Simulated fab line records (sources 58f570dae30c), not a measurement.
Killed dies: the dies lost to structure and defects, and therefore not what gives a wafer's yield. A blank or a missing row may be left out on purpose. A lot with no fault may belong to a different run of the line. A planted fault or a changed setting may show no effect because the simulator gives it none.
2 desks looking at one fault :: flow berkeley_cmos170 :: what lay behind the numbers comes last; until then each desk has only its own

== AT THE TOOL OWNER'S DESK: plasma_asher-03 ==
The tool's own readings at UCB170_GATE_STRIP_16 (strips in O2): means of the sampled wafers that have a number, for each lot that ran on this tool. A lot is out of limits, marked OUT, if its mean lies more than 4 standard deviations from the usual mean; the brackets give that distance.
Columns: A = chamber_pressure_mTorr at UCB170_GATE_STRIP_16, usual 3500 mTorr; B = drypump_motor_current_A at UCB170_GATE_STRIP_16, usual 5.5 A; C = oes_product_au at UCB170_GATE_STRIP_16, usual 0.724 a.u.
lot: L412
first seen here: day 8 07:23
A: 3501
B: 5.9
C: 0.726

lot: L411
first seen here: day 8 08:04
A: 3500
B: 5.6
C: 0.726

lot: L414
first seen here: day 8 19:35
A: 3499
B: 5.4
C: 0.726

lot: L416
first seen here: day 9 10:01
A: 3498
B: 5.3
C: 0.726

lot: L427
first seen here: day 11 03:34
A: 3501
B: 5.6
C: 0.724

lot: L426
first seen here: day 11 04:05
A: 3500
B: 5.4
C: 0.725
Result from this desk: across the 6 lots, nothing is out of limits.

== AT THE METROLOGY DESK ==
What the gauges read, lot by lot, whatever tool the lot ran on: means of the sampled wafers that have a number. A lot is out of limits, marked OUT, if its mean lies more than 4 standard deviations from the usual mean; the brackets give that distance.
Columns: A = ACTIVE_NITRIDE_THK at UCB170_ACTIVE_THK_MEAS_06, usual 219.8 nm; B = PFIELD_OVL at UCB170_PFIELD_OVL_MEAS_06, usual -1 nm; C = FIELD_OXIDE_LEFT_1_THK at UCB170_FIELD_THK_MEAS_90, usual 446 nm
lot: L407
first seen here: day 4 17:26
A: 217.4
B: 4
C: 448

lot: L409
first seen here: day 5 17:43
A: 219.9
B: 4
C: 447

lot: L412
first seen here: day 5 17:45
A: 220.0
B: -1
C: 455

lot: L413
first seen here: day 5 17:46
A: 220.1
B: -1
C: 453

lot: L411
first seen here: day 5 17:46
A: 217.2
B: -1
C: 443

lot: L414
first seen here: day 6 08:14
A: 218.9
B: -3
C: 452

lot: L416
first seen here: day 6 19:46
A: 216.7
B: -2
C: 459

lot: L423
first seen here: day 8 04:05
A: 220.0
B: -8
C: 446

lot: L426
first seen here: day 8 15:58
A: 222.2
B: -1
C: 443

lot: L427
first seen here: day 8 15:58
A: 223.0
B: -5
C: 436

lot: L424
first seen here: day 8 15:59
A: 220.5
B: -4
C: 453

lot: L425
first seen here: day 9 02:18
A: 223.9
B: 1
C: 451

lot: L428
first seen here: day 9 10:08
A: 221.5
B: -1
C: 436

lot: L429
first seen here: day 9 20:49
A: 216.2
B: -1
C: 429
Result from this desk: across the 14 lots, nothing is out of limits.

== ALL TOGETHER ==
Nothing out of limits was seen by the tool owner's desk.
Nothing out of limits was seen by the metrology desk.

== WHAT THE SIMULATOR PUT IN ==
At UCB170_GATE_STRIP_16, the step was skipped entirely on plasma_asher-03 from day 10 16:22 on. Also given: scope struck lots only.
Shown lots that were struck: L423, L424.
